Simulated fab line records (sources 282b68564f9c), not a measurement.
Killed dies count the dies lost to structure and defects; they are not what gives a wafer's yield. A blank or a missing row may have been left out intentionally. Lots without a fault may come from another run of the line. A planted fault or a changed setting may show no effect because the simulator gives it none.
Which of the tools did it? | flow rit_cmos | 14 lots with 42 wafers sampled at 2 steps, on a route of 202 steps

== WHAT THE GAUGES READ, wafer by wafer ==
RIT_GATE_CD_MEAS_90: the cd target is 150 nm.
lot  | measured    | on        | cd_nm (nm)
L945 | day 2 19:14 | cd_sem-01 | 151.4 149.3 149.3
L946 | day 2 23:31 | cd_sem-01 | 150.6 153.8 151.9
L948 | day 3 10:18 | cd_sem-01 | 150.2 149.2 151.1
L949 | day 3 14:50 | cd_sem-01 | 153.2 150.0 150.4
L950 | day 3 19:30 | cd_sem-01 | 148.2 145.1 148.7
L951 | day 3 23:28 | cd_sem-01 | 152.4 153.5 153.9
L952 | day 4 06:07 | cd_sem-01 | 148.2 149.9 149.3
L953 | day 4 11:20 | cd_sem-02 | 150.0 148.7 149.7
L954 | day 4 16:16 | cd_sem-02 | 151.4 154.0 152.1
L955 | day 4 20:40 | cd_sem-01 | 148.4 148.6 149.9
L957 | day 5 06:49 | cd_sem-02 | 151.6 150.9 150.2
L960 | day 5 20:58 | cd_sem-01 | 146.1 147.3 146.4
L966 | day 7 02:53 | cd_sem-01 | - - -
L967 | day 7 07:46 | cd_sem-01 | - - -

== TOOL THAT RAN EACH LOT (tool first, then ch and the chambers of the sampled wafers, then the start) ==
lot  | RIT_GATE_ETCH_19
L945 | rie_si-02 ch 1,3, day 2 18:56
L946 | rie_si-01 ch 0,2, day 2 23:14
L948 | rie_si-01 ch 0,1,3, day 3 10:01
L949 | rie_si-02 ch 0,2,3, day 3 14:33
L950 | rie_si-01 ch 0,2, day 3 19:12
L951 | rie_si-02 ch 0,1,3, day 3 23:11
L952 | rie_si-01 ch 0,3, day 4 05:49
L953 | rie_si-02 ch 0,2, day 4 11:03
L954 | rie_si-01 ch 0,1,3, day 4 15:59
L955 | rie_si-02 ch 0,1, day 4 20:21
L957 | rie_si-02 ch 0,1,2, day 5 06:30
L960 | rie_si-01 ch 0,2,3, day 5 20:40
L966 | rie_si-01 ch 1,3, day 7 02:36
L967 | rie_si-02 ch 1,2,3, day 7 07:29
- RIT_GATE_ETCH_19: etches poly-Si in SF6/CHF3/O2, stops on SiO2, time 165 s, target depth 312.5 nm.

== WHAT THE TOOLS THEMSELVES READ (means of the sampled wafers that have a number; where no wafer has one, the mark that the record gives instead) ==
RIT_GATE_ETCH_19.
lot  | tool      | CHF3_flow_sccm (sccm) | O2_flow_sccm (sccm) | SF6_flow_sccm (sccm) | chamber_pressure_mTorr (mTorr) | drypump_motor_current_A (A) | oes_product_au (a.u.) | throttle_valve_pct (%)
L945 | rie_si-02 | 29.94                 | 4.994               | 29.98                | 39.99                          | 5.0                         | 0.852                 | 10.16
L946 | rie_si-01 | 29.97                 | 4.989               | 30.08                | 39.98                          | 5.8                         | 0.853                 | 10.24
L948 | rie_si-01 | 29.92                 | 4.989               | 29.99                | 39.99                          | 6.1                         | 0.854                 | 10.31
L949 | rie_si-02 | 29.95                 | 5.010               | 29.94                | 39.99                          | 5.3                         | 0.856                 | 10.14
L950 | rie_si-01 | 30.05                 | 5.000               | 30.03                | 40.01                          | 5.8                         | 0.860                 | 10.24
L951 | rie_si-02 | 30.02                 | 4.998               | 29.96                | 40.05                          | 5.3                         | 0.857                 | 10.18
L952 | rie_si-01 | 30.09                 | 4.986               | 29.99                | 39.99                          | 6.2                         | 0.864                 | 10.14
L953 | rie_si-02 | 30.00                 | 4.992               | 29.95                | 40.00                          | 5.5                         | 0.862                 | 10.15
L954 | rie_si-01 | 30.02                 | 4.996               | 30.01                | 40.00                          | 6.1                         | 0.852                 | 10.32
L955 | rie_si-02 | 29.90                 | 4.999               | 30.01                | 40.01                          | 5.6                         | 0.845                 | 10.19
L957 | rie_si-02 | 29.96                 | 4.993               | 29.90                | 40.02                          | 5.2                         | 0.858                 | 10.20
L960 | rie_si-01 | 30.03                 | 5.000               | 30.02                | 40.01                          | 5.9                         | 0.851                 | 10.16
L966 | rie_si-01 | -                     | -                   | -                    | -                              | -                           | -                     | -
L967 | rie_si-02 | -                     | -                   | -                    | -                              | -                           | -                     | -

== THE ANSWER, worked out from the rows above alone ==
Rule: what is usual is taken from the lots themselves. The widest of any qualifying gaps counts: lots, ordered by their means at a reading, are off when they make up no more than a third of the lots, leave a main group of 4 or more, and stand apart from it by 3 or more times the standard deviation of that group's means. A main group whose means are all the same, to the digits that the tables above print for the reading, isn't used. Also off: a lot with no number at a reading for which 4 or more lots have one. Any other lot the step has rows for is counted as sound. Order of review: gauges by route order, followed by the tools' own readings, for which a lot's mean as printed above is used. At the first step where some lot is off, the reading lying furthest off is the one used; lots without a number count as furthest.
Off, at RIT_GATE_CD_MEAS_90 on cd_nm: L966, L967. Without a number there: L966, L967. The main group: mean 150.1 nm, standard deviation 1.9.
A tool fits if, at a process step before that reading, it ran every lot that is off, and no sound lot after the first of them. The gauges at RIT_GATE_CD_MEAS_90 aren't tried: what is off there is off at RIT_GATE_ETCH_19 too, on other tools, and a gauge's error can't cause that. No candidate that was tried fits.

== WHAT THE SIMULATOR PUT IN ==
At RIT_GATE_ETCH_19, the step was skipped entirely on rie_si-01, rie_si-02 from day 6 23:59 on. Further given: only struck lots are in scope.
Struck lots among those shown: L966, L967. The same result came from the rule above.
